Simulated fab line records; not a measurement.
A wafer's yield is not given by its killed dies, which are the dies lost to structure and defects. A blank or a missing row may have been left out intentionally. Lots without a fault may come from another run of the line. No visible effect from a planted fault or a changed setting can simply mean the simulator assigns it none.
Which tool was responsible? | flow berkeley cmos170 | Sampling: 6 lots, 18 wafers, 2 of 331 route steps

## WHAT THE GAUGES READ, wafer by wafer
UCB170_GATE_CD_MEAS_12 targets a cd of 350 nm.
lot  | measured     | on        | cd nm (nm)
L210 | day 8 09:44  | cd sem-01 | 350.5 351.0 350.3
L214 | day 8 18:47  | cd sem-01 | 352.1 351.1 352.1
L217 | day 9 19:16  | cd sem-01 | 347.8 347.6 347.8
L219 | day 9 20:23  | cd sem-01 | 350.0 349.6 350.9
L222 | day 10 20:22 | cd sem-02 | 349.3 350.0 348.9
L224 | day 11 04:09 | cd sem-01 | 350.6 350.3 350.8

## TOOL THAT RAN EACH LOT (tool first, then ch and the chambers of the sampled wafers, then the start)
lot  | UCB170_GATE_EXPOSE_09
L210 | krf scanner-01 ch 0, day 8 09:14
L214 | krf scanner-02 ch 0, day 8 18:24
L217 | krf scanner-01 ch 0, day 9 18:34
L219 | krf scanner-01 ch 0, day 9 19:17
L222 | krf scanner-01 ch 0, day 10 19:59
L224 | krf scanner-01 ch 0, day 11 03:41
- UCB170_GATE_EXPOSE_09: exposes mask POLY, target cd 350 nm.

## THE ANSWER, worked out from the rows above alone
Rule: the usual values come from the lots themselves. The widest of any qualifying gaps counts: lots, ordered by their means at a reading, are off when they make up no more than a third of the lots, leave a main group of 4 or more, and stand apart from it by 3 or more times the standard deviation of that group's means. The tables above print the reading to a certain number of digits; a main group whose means all agree to those digits is not used. Also off: a lot with no number at a reading for which 4 or more lots have one. Any other lot the step has rows for is counted as sound.
No lot is off at any reading shown: from this, nothing can be told.

## WHAT WAS PUT IN BY THE SIMULATOR
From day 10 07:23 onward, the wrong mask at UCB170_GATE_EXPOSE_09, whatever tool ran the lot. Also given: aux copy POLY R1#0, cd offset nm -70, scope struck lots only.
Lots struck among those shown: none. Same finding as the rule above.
